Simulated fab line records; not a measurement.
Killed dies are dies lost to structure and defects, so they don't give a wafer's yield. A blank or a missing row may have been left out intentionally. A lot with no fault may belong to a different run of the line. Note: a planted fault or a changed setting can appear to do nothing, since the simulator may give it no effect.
Which of the tools did it? :: flow ritCmos :: 7 lots with 21 wafers sampled at 2 steps, on a route of 202 steps

WHAT THE GAUGES READ, wafer by wafer
RIT_CONTACT_THK_MEAS_01.
lot: L424
measured: day 3 08:18
on: filmMetro-04
CONTACT_TEOS_THK (nm): 406 408 410

lot: L427
measured: day 3 21:44
on: filmMetro-04
CONTACT_TEOS_THK (nm): 403 407 406

lot: L429
measured: day 4 09:38
on: filmMetro-04
CONTACT_TEOS_THK (nm): 398 397 399

lot: L434
measured: day 5 09:16
on: filmMetro-03
CONTACT_TEOS_THK (nm): 400 405 518 400 404 518

lot: L437
measured: day 6 00:26
on: filmMetro-03
CONTACT_TEOS_THK (nm): 406 523 409 405 523 409

lot: L441
measured: day 6 21:01
on: filmMetro-03
CONTACT_TEOS_THK (nm): 405 403 402

lot: L445
measured: day 7 18:28
on: filmMetro-04
CONTACT_TEOS_THK (nm): 396 406 404

WHICH TOOL RAN EACH LOT (tool, then ch and the chambers of the sampled wafers, then the start)
lot: L424
RIT_CONTACT_CVD_00: pecvd-04 ch 0,1, day 3 08:14

lot: L427
RIT_CONTACT_CVD_00: pecvd-04 ch 0,1,2, day 3 21:41

lot: L429
RIT_CONTACT_CVD_00: pecvd-02 ch 0,1,2, day 4 09:35

lot: L434
RIT_CONTACT_CVD_00: pecvd-03 ch 0,1,2, day 5 09:13

lot: L437
RIT_CONTACT_CVD_00: pecvd-03 ch 0,1,2, day 6 00:23

lot: L441
RIT_CONTACT_CVD_00: pecvd-04 ch 0,1,2, day 6 20:58

lot: L445
RIT_CONTACT_CVD_00: pecvd-02 ch 1,2, day 7 18:25
- RIT_CONTACT_CVD_00: deposits SiO2 from TEOS, target thk 400 nm, time 61.82 s.

THE ANSWER, worked out from the rows above alone
Rule: what is usual is taken from the lots themselves. Put in order of their means at a reading, lots are off if they are a third of the lots or fewer, leave a main group of 4 or more, and stand apart from it by a gap of 3 or more times the standard deviation of the main group's means; of several such gaps the widest counts. If all means in a main group match to the digits the tables above print for the reading, that group is not used. Also off: a lot with no number at a reading for which 4 or more lots have one. The other lots that the step has rows for count as sound.
Off: L434, L437, seen at RIT_CONTACT_THK_MEAS_01 (CONTACT_TEOS_THK). Main group: mean 403 nm, sd 3.3.
A tool fits if, at a process step before that reading, it ran every lot that is off, and no sound lot after the first of them. Gauges at RIT_CONTACT_THK_MEAS_01: tried the same way as those tools. One candidate fits, namely pecvd-03 at RIT_CONTACT_CVD_00. It ran no sound lot before its first lot that is off in this sample, so the start can't be narrowed down.

WHAT HAD BEEN PUT IN BY THE SIMULATOR
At RIT_CONTACT_CVD_00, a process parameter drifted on pecvd-03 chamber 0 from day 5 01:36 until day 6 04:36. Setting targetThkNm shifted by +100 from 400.
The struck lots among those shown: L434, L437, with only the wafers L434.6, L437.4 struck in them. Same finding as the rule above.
